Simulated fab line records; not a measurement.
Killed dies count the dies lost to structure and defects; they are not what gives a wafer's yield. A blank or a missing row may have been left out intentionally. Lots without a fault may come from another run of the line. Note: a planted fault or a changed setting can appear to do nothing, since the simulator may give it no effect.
Which tool is to blame? :: flow rit cmos :: 45 wafers from 15 lots sampled at 3 of the route's 202 steps

WHAT THE GAUGES READ, wafer by wafer
RIT_SILICIDE_RS_MEAS_02: measures by four-point-probe. Usual: SILICIDE_TI_RS typically reads 47.8 ohm/sq, with standard deviation 0.66.
lot: L331
measured: day 3 14:38
on: film metro-03
SILICIDE_TI_RS (ohm/sq): 47.5 47.3 48.0
flag: 

lot: L332
measured: day 3 23:59
on: film metro-04
SILICIDE_TI_RS (ohm/sq): 47.5 47.6 47.3
flag: 

lot: L333
measured: day 4 05:21
on: film metro-04
SILICIDE_TI_RS (ohm/sq): 47.9 48.1 47.9
flag: 

lot: L334
measured: day 4 09:55
on: film metro-04
SILICIDE_TI_RS (ohm/sq): 47.7 48.0 47.2
flag: 

lot: L335
measured: day 4 13:38
on: film metro-03
SILICIDE_TI_RS (ohm/sq): 47.9 48.0 47.4
flag: 

lot: L336
measured: day 4 19:06
on: film metro-03
SILICIDE_TI_RS (ohm/sq): 48.0 48.3 47.4
flag: 

lot: L337
measured: day 5 00:46
on: film metro-04
SILICIDE_TI_RS (ohm/sq): 48.2 47.9 47.8
flag: 

lot: L338
measured: day 5 04:36
on: film metro-01
SILICIDE_TI_RS (ohm/sq): 47.6 47.0 47.5
flag: 

lot: L340
measured: day 5 14:30
on: film metro-03
SILICIDE_TI_RS (ohm/sq): 47.9 48.0 47.9
flag: 

lot: L341
measured: day 5 19:17
on: film metro-01
SILICIDE_TI_RS (ohm/sq): 48.1 48.6 48.7
flag: 

lot: L342
measured: day 5 23:37
on: film metro-04
SILICIDE_TI_RS (ohm/sq): 47.8 47.2 44.7
flag: 

lot: L344
measured: day 6 11:20
on: film metro-04
SILICIDE_TI_RS (ohm/sq): 47.0 48.0 44.2
flag: 

lot: L346
measured: day 6 18:11
on: film metro-04
SILICIDE_TI_RS (ohm/sq): 49.7 49.2 45.5
flag: 

lot: L350
measured: day 7 16:13
on: film metro-03
SILICIDE_TI_RS (ohm/sq): 48.7 47.6 48.2
flag: 

lot: L352
measured: day 8 05:00
on: film metro-03
SILICIDE_TI_RS (ohm/sq): 46.8 47.2 47.4
flag: 

RIT_SILICIDE_THK_MEAS_03: measures by xrf. Usual: SILICIDE_TI_THK typically reads 30.0 nm, with standard deviation 0.34.
lot: L331
measured: day 3 14:44
on: film metro-03
SILICIDE_TI_THK (nm): 30.1 30.2 29.8
flag: 

lot: L332
measured: day 4 00:05
on: film metro-04
SILICIDE_TI_THK (nm): 30.2 30.1 30.3
flag: 

lot: L333
measured: day 4 05:28
on: film metro-04
SILICIDE_TI_THK (nm): 29.9 29.9 29.9
flag: 

lot: L334
measured: day 4 10:02
on: film metro-04
SILICIDE_TI_THK (nm): 30.1 29.9 30.3
flag: 

lot: L335
measured: day 4 13:45
on: film metro-03
SILICIDE_TI_THK (nm): 29.9 29.7 30.1
flag: 

lot: L336
measured: day 4 19:13
on: film metro-03
SILICIDE_TI_THK (nm): 29.7 29.7 30.2
flag: 

lot: L337
measured: day 5 00:53
on: film metro-04
SILICIDE_TI_THK (nm): 29.8 30.1 30.0
flag: 

lot: L338
measured: day 5 04:43
on: film metro-01
SILICIDE_TI_THK (nm): 30.0 30.3 30.1
flag: 

lot: L340
measured: day 5 14:37
on: film metro-03
SILICIDE_TI_THK (nm): 29.8 29.7 29.9
flag: 

lot: L341
measured: day 5 19:24
on: film metro-01
SILICIDE_TI_THK (nm): 29.8 29.4 29.4
flag: 

lot: L342
measured: day 5 23:44
on: film metro-04
SILICIDE_TI_THK (nm): 30.1 30.4 31.7
flag: 

lot: L344
measured: day 6 11:27
on: film metro-04
SILICIDE_TI_THK (nm): 30.3 29.8 31.8
flag: 

lot: L346
measured: day 6 18:18
on: film metro-04
SILICIDE_TI_THK (nm): 29.0 29.2 31.1
flag: 

lot: L350
measured: day 7 16:20
on: film metro-03
SILICIDE_TI_THK (nm): 29.4 29.9 29.6
flag: 

lot: L352
measured: day 8 05:07
on: film metro-03
SILICIDE_TI_THK (nm): 30.3 30.1 30.1
flag: 

TOOL THAT RAN EACH LOT (tool first, then ch and the chambers of the sampled wafers, then the start)
lot: L331
RIT_SILICIDE_SPUTTER_01: pvd sputter-03, day 3 14:28

lot: L332
RIT_SILICIDE_SPUTTER_01: pvd sputter-03, day 3 23:49

lot: L333
RIT_SILICIDE_SPUTTER_01: pvd sputter-04, day 4 05:12

lot: L334
RIT_SILICIDE_SPUTTER_01: pvd sputter-03, day 4 09:45

lot: L335
RIT_SILICIDE_SPUTTER_01: pvd sputter-04, day 4 13:29

lot: L336
RIT_SILICIDE_SPUTTER_01: pvd sputter-03, day 4 18:57

lot: L337
RIT_SILICIDE_SPUTTER_01: pvd sputter-04, day 5 00:37

lot: L338
RIT_SILICIDE_SPUTTER_01: pvd sputter-03, day 5 04:27

lot: L340
RIT_SILICIDE_SPUTTER_01: pvd sputter-03, day 5 14:21

lot: L341
RIT_SILICIDE_SPUTTER_01: pvd sputter-04, day 5 19:07

lot: L342
RIT_SILICIDE_SPUTTER_01: pvd sputter-03, day 5 23:27

lot: L344
RIT_SILICIDE_SPUTTER_01: pvd sputter-03, day 6 11:11

lot: L346
RIT_SILICIDE_SPUTTER_01: pvd sputter-03, day 6 18:02

lot: L350
RIT_SILICIDE_SPUTTER_01: pvd sputter-02, day 7 16:03

lot: L352
RIT_SILICIDE_SPUTTER_01: pvd sputter-02, day 8 04:51
- RIT_SILICIDE_SPUTTER_01: material Ti, target thk 30 nm, time 240 s.

WHAT THE TOOLS THEMSELVES READ (means of the sampled wafers that have a number; where no wafer has one, the mark that the record gives instead)
RIT_SILICIDE_SPUTTER_01. Usual: 29.6 % for throttle valve pct, sd 1.
lot: L331
tool: pvd sputter-03
throttle valve pct (%): 29.7
flag: 

lot: L332
tool: pvd sputter-03
throttle valve pct (%): 29.7
flag: 

lot: L333
tool: pvd sputter-04
throttle valve pct (%): 28.9
flag: 

lot: L334
tool: pvd sputter-03
throttle valve pct (%): 29.9
flag: 

lot: L335
tool: pvd sputter-04
throttle valve pct (%): 29.0
flag: 

lot: L336
tool: pvd sputter-03
throttle valve pct (%): 29.1
flag: 

lot: L337
tool: pvd sputter-04
throttle valve pct (%): 28.9
flag: 

lot: L338
tool: pvd sputter-03
throttle valve pct (%): 29.6
flag: 

lot: L340
tool: pvd sputter-03
throttle valve pct (%): 30.2
flag: 

lot: L341
tool: pvd sputter-04
throttle valve pct (%): 29.6
flag: 

lot: L342
tool: pvd sputter-03
throttle valve pct (%): 29.7
flag: 

lot: L344
tool: pvd sputter-03
throttle valve pct (%): 29.8
flag: 

lot: L346
tool: pvd sputter-03
throttle valve pct (%): 29.8
flag: 

lot: L350
tool: pvd sputter-02
throttle valve pct (%): 29.8
flag: 

lot: L352
tool: pvd sputter-02
throttle valve pct (%): 30.3
flag: 

THE ANSWER, worked out from the rows above alone
Rule: a lot counts as off when the mean over its wafers that have a number is more than 3 standard deviations away from the usual mean. A lot without any number at a reading at which 4 lots or more have one is off too. Any other lot the step has rows for is counted as sound. The gauges are gone through in route order, then the tools' own readings, and for those a lot's mean is taken as printed above. At the first step where some lot is off, the reading lying furthest off is the one used; lots without a number count as furthest.
No lot is off at any reading shown: from this, nothing can be told.

WHAT THE SIMULATOR PUT IN
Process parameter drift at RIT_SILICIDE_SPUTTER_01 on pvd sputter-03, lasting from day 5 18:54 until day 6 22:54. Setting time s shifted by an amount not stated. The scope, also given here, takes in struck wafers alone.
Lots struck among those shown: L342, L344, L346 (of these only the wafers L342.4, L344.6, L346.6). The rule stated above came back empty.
